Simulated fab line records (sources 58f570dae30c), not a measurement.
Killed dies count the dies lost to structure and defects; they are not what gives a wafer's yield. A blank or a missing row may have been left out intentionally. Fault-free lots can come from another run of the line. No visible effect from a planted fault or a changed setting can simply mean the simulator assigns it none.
Tool commonality check / flow berkeley-cmos170 / Sampled: 14 lots, 42 wafers

WHY THIS WAS OPENED
Of 14 lots, 2 have the reading PVT_TW flagged at UCB170_PVT_TW_MEAS_09. Fault-free wafers read 506, with a standard deviation of 3.8.
Rule: a lot is flagged when every wafer of it that has a number lies more than 4 standard deviations from that mean, or none has a number. All remaining lots are regarded as sound.

lot=L487; measured=day 5 11:13; on=film-metro-02; PVT_TW, wafer by wafer=513 514 513; flag=
lot=L489; measured=day 5 22:59; on=film-metro-04; PVT_TW, wafer by wafer=508 509 508; flag=
lot=L491; measured=day 6 11:02; on=film-metro-04; PVT_TW, wafer by wafer=502 503 503; flag=
lot=L492; measured=day 6 16:47; on=film-metro-04; PVT_TW, wafer by wafer=502 504 503; flag=
lot=L493; measured=day 6 22:52; on=film-metro-03; PVT_TW, wafer by wafer=508 508 509; flag=
lot=L494; measured=day 7 10:32; on=film-metro-04; PVT_TW, wafer by wafer=505 506 504; flag=
lot=L495; measured=day 7 10:50; on=film-metro-04; PVT_TW, wafer by wafer=506 506 507; flag=
lot=L497; measured=day 7 19:33; on=film-metro-04; PVT_TW, wafer by wafer=469 466 468; flag=FLAGGED
lot=L500; measured=day 8 05:01; on=film-metro-04; PVT_TW, wafer by wafer=466 466 469; flag=FLAGGED
lot=L503; measured=day 8 22:20; on=film-metro-04; PVT_TW, wafer by wafer=505 502 502; flag=
lot=L501; measured=day 8 22:41; on=film-metro-03; PVT_TW, wafer by wafer=508 505 507; flag=
lot=L502; measured=day 8 22:56; on=film-metro-04; PVT_TW, wafer by wafer=501 503 501; flag=
lot=L504; measured=day 9 04:08; on=film-metro-04; PVT_TW, wafer by wafer=507 503 504; flag=
lot=L508; measured=day 10 08:49; on=film-metro-03; PVT_TW, wafer by wafer=506 507 508; flag=
On average the flagged lots' numbers are 467, which is -39 against the usual, or -10 standard deviations.

WHICH TOOL EACH LOT WENT THROUGH
The record holds 1 process step before the reading, out of a route of 331 steps. Each cell gives the tool, then ch followed by the chambers the sampled wafers passed through, then the start.
lot=L487; flag=; UCB170_PVT_IMPLANT_07=implanter-03 ch 0, day 5 10:58
lot=L489; flag=; UCB170_PVT_IMPLANT_07=implanter-01 ch 0, day 5 22:46
lot=L491; flag=; UCB170_PVT_IMPLANT_07=implanter-04 ch 0, day 6 10:47
lot=L492; flag=; UCB170_PVT_IMPLANT_07=implanter-03 ch 0, day 6 16:32
lot=L493; flag=; UCB170_PVT_IMPLANT_07=implanter-04 ch 0, day 6 22:37
lot=L494; flag=; UCB170_PVT_IMPLANT_07=implanter-04 ch 0, day 7 10:17
lot=L495; flag=; UCB170_PVT_IMPLANT_07=implanter-03 ch 0, day 7 10:37
lot=L497; flag=FLAGGED; UCB170_PVT_IMPLANT_07=implanter-03 ch 0, day 7 19:19
lot=L500; flag=FLAGGED; UCB170_PVT_IMPLANT_07=implanter-03 ch 0, day 8 04:46
lot=L503; flag=; UCB170_PVT_IMPLANT_07=implanter-04 ch 0, day 8 22:07
lot=L501; flag=; UCB170_PVT_IMPLANT_07=implanter-01 ch 0, day 8 22:26
lot=L502; flag=; UCB170_PVT_IMPLANT_07=implanter-04 ch 0, day 8 22:41
lot=L504; flag=; UCB170_PVT_IMPLANT_07=implanter-04 ch 0, day 9 03:53
lot=L508; flag=; UCB170_PVT_IMPLANT_07=implanter-04 ch 0, day 10 08:35
What the steps here do:
- UCB170_PVT_IMPLANT_07
- UCB170_PVT_TW_MEAS_09

FLAGGED OVER TOTAL, TOOL BY TOOL (the gauges that took the reading come last)
step=UCB170_PVT_IMPLANT_07; tool=implanter-01; lots run=2; flagged=0; share of the flagged lots=none; sound lots run after its first flagged lot=-
step=UCB170_PVT_IMPLANT_07; tool=implanter-03; lots run=5; flagged=2; share of the flagged lots=all; sound lots run after its first flagged lot=0
step=UCB170_PVT_IMPLANT_07; tool=implanter-04; lots run=7; flagged=0; share of the flagged lots=none; sound lots run after its first flagged lot=-
step=UCB170_PVT_TW_MEAS_09; tool=film-metro-02; lots run=1; flagged=0; share of the flagged lots=none; sound lots run after its first flagged lot=-
step=UCB170_PVT_TW_MEAS_09; tool=film-metro-03; lots run=3; flagged=0; share of the flagged lots=none; sound lots run after its first flagged lot=-
step=UCB170_PVT_TW_MEAS_09; tool=film-metro-04; lots run=10; flagged=2; share of the flagged lots=all; sound lots run after its first flagged lot=3 (L503,L502,L504)

WHAT THE TABLE PERMITS
Rows of the table that ran all the flagged lots, 2 in number: implanter-03 at UCB170_PVT_IMPLANT_07; film-metro-04 at UCB170_PVT_TW_MEAS_09.
- implanter-03 at UCB170_PVT_IMPLANT_07: 2 of its 5 lots flagged. It ran its last sound lot, L495, at day 7 10:37 and its first flagged lot, L497, at day 7 19:19: a fault with its onset between the two fits. Its own readings (dose-ions-cm2, faraday-current-uA) fall more than 4 standard deviations out on all wafers of the flagged lots.
- film-metro-04 at UCB170_PVT_TW_MEAS_09: 2 of its 10 lots flagged. Sound lots ran on it after the first flagged one (L503, L502, L504), which a lasting fault on the whole tool wouldn't allow.
Left over: one tool, implanter-03 at UCB170_PVT_IMPLANT_07.

WHAT WAS PUT IN BY THE SIMULATOR
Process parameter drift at UCB170_PVT_IMPLANT_07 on implanter-03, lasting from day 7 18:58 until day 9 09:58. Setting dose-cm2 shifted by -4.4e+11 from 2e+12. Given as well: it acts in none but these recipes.
Lots struck among those shown: L497, L500. The rule above reached the same finding.
